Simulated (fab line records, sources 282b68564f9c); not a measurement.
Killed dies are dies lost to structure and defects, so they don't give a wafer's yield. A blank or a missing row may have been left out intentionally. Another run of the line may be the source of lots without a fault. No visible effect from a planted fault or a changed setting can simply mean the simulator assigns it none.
What tool caused it?	flow rit-cmos	Sampling: 15 lots, 45 wafers, 2 of 202 route steps

## WHAT THE GAUGES SHOWED, per wafer
RIT_FOX1_THK_MEAS_01. Usual: for FOX1_OXIDE_THK the level is 349 nm and the standard deviation is 7.6.
lot	measured	on	FOX1_OXIDE_THK (nm)	flag
L801	day 1 19:57	film-metro-02	363 371 369	
L802	day 2 02:20	film-metro-02	351 354 352	
L803	day 2 07:24	film-metro-01	337 342 343	
L804	day 2 11:11	film-metro-02	343 353 354	
L805	day 2 15:31	film-metro-04	355 352 355	
L806	day 2 19:15	film-metro-04	349 347 354	
L808	day 3 06:07	film-metro-02	340 337 346	
L809	day 3 10:52	film-metro-04	344 338 347	
L810	day 3 16:26	film-metro-04	307 310 307	OFF
L811	day 3 21:53	film-metro-04	309 308 311	OFF
L813	day 4 09:51	film-metro-02	338 339 342	
L814	day 4 11:59	film-metro-04	310 302 308	OFF
L816	day 4 22:27	film-metro-01	344 344 352	
L818	day 5 08:32	film-metro-01	364 362 364	
L824	day 6 14:55	film-metro-04	337 340 336	

## TOOL THAT RAN EACH LOT (tool first, then ch and the chambers of the sampled wafers, then the start)
lot	RIT_FOX1_OXIDATION_00
L801	furnace-01 ch 0, day 1 18:37
L802	furnace-01 ch 0, day 2 01:01
L803	furnace-01 ch 0, day 2 06:04
L804	furnace-04 ch 0, day 2 09:52
L805	furnace-04 ch 0, day 2 14:11
L806	furnace-01 ch 0, day 2 17:55
L808	furnace-01 ch 0, day 3 04:48
L809	furnace-01 ch 0, day 3 09:32
L810	furnace-04 ch 0, day 3 15:08
L811	furnace-04 ch 0, day 3 20:34
L813	furnace-01 ch 0, day 4 08:32
L814	furnace-04 ch 0, day 4 10:40
L816	furnace-03 ch 0, day 4 21:08
L818	furnace-01 ch 0, day 5 07:13
L824	furnace-01 ch 0, day 6 13:35
- RIT_FOX1_OXIDATION_00: target thk 350.7 nm, ox time 1130 s.

## WHAT THE TOOLS THEMSELVES READ (means of the sampled wafers that have a number; where no wafer has one, the mark that the record gives instead)
RIT_FOX1_OXIDATION_00. Usual: ox-temp-c-max 1103.8, standard deviation 1.4.
lot	tool	ox-temp-c-max	flag
L801	furnace-01	1104.6	
L802	furnace-01	1104.5	
L803	furnace-01	1104.4	
L804	furnace-04	1102.9	
L805	furnace-04	1102.4	
L806	furnace-01	1104.6	
L808	furnace-01	1104.3	
L809	furnace-01	1104.3	
L810	furnace-04	1102.9	
L811	furnace-04	1103.0	
L813	furnace-01	1105.1	
L814	furnace-04	1102.9	
L816	furnace-03	1105.5	
L818	furnace-01	1104.2	
L824	furnace-01	1104.1	

## THE ANSWER, worked out from the rows above alone
Rule: lot off if the mean of its wafers having a number is beyond 3 standard deviations from the usual mean. A lot without any number at a reading at which 4 lots or more have one is off too. Any other lot the step has rows for is counted as sound. After the gauges, taken in route order, come the tools' own readings; for these a lot's mean is taken, as printed above. The first step at which some lot is off is used, and at that step the reading that is off furthest; a lot without a number counts as furthest.
Off: L810, L811, L814, at RIT_FOX1_THK_MEAS_01 (FOX1_OXIDE_THK).
A tool fits if, at a process step before that reading, it ran every lot that is off, and no sound lot after the first of them. Gauges at RIT_FOX1_THK_MEAS_01: tried the same way as those tools. One fits: RIT_FOX1_OXIDATION_00 on furnace-04. A fault onset in the window from L805 (day 2 14:11, its last sound lot) to L810 (day 3 15:08, its first lot off) fits.

## WHAT THE SIMULATOR HAD INSERTED
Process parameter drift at RIT_FOX1_OXIDATION_00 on furnace-04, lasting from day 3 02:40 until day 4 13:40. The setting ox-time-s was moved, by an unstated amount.
Lots struck among those shown: L810, L811, L814. The same result came from the rule above.
